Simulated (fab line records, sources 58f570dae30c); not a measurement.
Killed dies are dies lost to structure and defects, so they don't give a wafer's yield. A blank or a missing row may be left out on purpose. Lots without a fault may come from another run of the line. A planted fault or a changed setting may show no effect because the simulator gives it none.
Chamber matching | flow berkeley_cmos170 | UCB170_NWELL_ETCH_13 on rie_diel-01: 4 sister chambers
The step etches Si3N4 in CH3F/Ar/O2, stops on SiO2, target depth 246.4 nm, time 154 s. 8 wafers are shown with their chamber, then 7 later ones without.

WAFERS WITH THEIR CHAMBER
wafer  | chamber | drypump_motor_current_A (A) | throttle_valve_pct (%)
L181.3 | 3       | 5.1                         | 8.10
L181.5 | 3       | 5.1                         | 8.12
L188.1 | 0       | 5.5                         | 7.95
L189.1 | 0       | 5.5                         | 7.93
L189.2 | 2       | 6.0                         | 8.09
L189.3 | 1       | 5.1                         | 8.18
L191.3 | 1       | 5.0                         | 8.17
L191.5 | 2       | 6.0                         | 8.09

WAFERS WITHOUT THEIR CHAMBER
wafer  | drypump_motor_current_A (A) | throttle_valve_pct (%)
L191.6 | 5.1                         | 8.08
L192.1 | 5.0                         | 8.18
L192.2 | 5.1                         | 8.10
L192.5 | 5.4                         | 7.96
L195.1 | 5.5                         | 7.94
L195.3 | 5.0                         | 8.19
L195.6 | 5.0                         | 8.17

WHICH CHAMBER EACH WENT THROUGH
wafer  | from the rows above | in truth
L191.6 | 3                   | 3
L192.1 | 1                   | 1
L192.2 | 3                   | 3
L192.5 | 0                   | 0
L195.1 | 0                   | 0
L195.3 | 1                   | 1
L195.6 | 1                   | 1
Placed correctly: 7 of 7. Can't be placed from these rows: 0. Placed wrongly: 0.
How it was worked out, from the rows above alone: a wafer's distance from a chamber is the root of the sum, over the readings, of the square of ((its reading less the chamber's mean) divided by the reading's scatter). The wafer belongs to the nearest chamber; if the next one is less than 2 further off, it can't be placed. A chamber's mean is the mean of its shown wafers. The scatter: the root of (the sum of the squares of (reading less its chamber's mean) over the shown wafers, divided by (wafers less chambers)).
